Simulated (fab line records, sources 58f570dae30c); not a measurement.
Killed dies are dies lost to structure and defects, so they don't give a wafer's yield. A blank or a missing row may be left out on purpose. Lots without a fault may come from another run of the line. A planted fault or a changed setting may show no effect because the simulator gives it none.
Chamber matching | flow berkeley_cmos170 | UCB170_V1_CMP_02 on cmp-02: 4 sister chambers
The step polishes SiO2. 8 wafers are shown with their chamber, then 9 later ones without.

WAFERS WITH THEIR CHAMBER
wafer  | chamber | motor_current_A (A) | edge_zone_pressure_frac
L756.3 | 0       | 15.2                | 1.002
L756.5 | 3       | 14.8                | 1.000
L759.3 | 3       | 15.0                | 0.994
L759.5 | 0       | 14.8                | 1.000
L762.4 | 1       | 18.0                | 1.005
L763.2 | 2       | 14.1                | 1.004
L763.5 | 1       | 17.4                | 0.996
L763.6 | 2       | 15.1                | 1.005

WAFERS WITHOUT THEIR CHAMBER
wafer  | motor_current_A (A) | edge_zone_pressure_frac
L764.2 | 14.4                | 1.003
L764.4 | 14.7                | 1.003
L764.6 | 17.0                | 1.003
L767.1 | 14.7                | 0.997
L767.3 | 14.3                | 0.992
L767.5 | 14.7                | 1.005
L769.2 | 15.2                | 1.003
L769.5 | 15.0                | 1.006
L769.6 | 14.9                | 1.005

WHICH CHAMBER EACH WENT THROUGH
wafer  | from the rows above          | in truth
L764.2 | can't be placed: 2 or 0 or 3 | 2
L764.4 | can't be placed: 2 or 0 or 3 | 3
L764.6 | 1                            | 1
L767.1 | can't be placed: 3 or 0 or 2 | 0
L767.3 | can't be placed: 3 or 0 or 2 | 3
L767.5 | can't be placed: 2 or 0 or 3 | 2
L769.2 | can't be placed: 0 or 2 or 3 | 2
L769.5 | can't be placed: 2 or 0 or 3 | 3
L769.6 | can't be placed: 2 or 0 or 3 | 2
Placed correctly: 1 of 9. Can't be placed from these rows: 8 (the true chamber is among the candidates in 8). Placed wrongly: 0.
How it was worked out, from the rows above alone: a wafer's distance from a chamber is the root of the sum, over the readings, of the square of ((its reading less the chamber's mean) divided by the reading's scatter). The wafer belongs to the nearest chamber; if the next one is less than 2 further off, it can't be placed. A chamber's mean is the mean of its shown wafers. The scatter: the root of (the sum of the squares of (reading less its chamber's mean) over the shown wafers, divided by (wafers less chambers)).
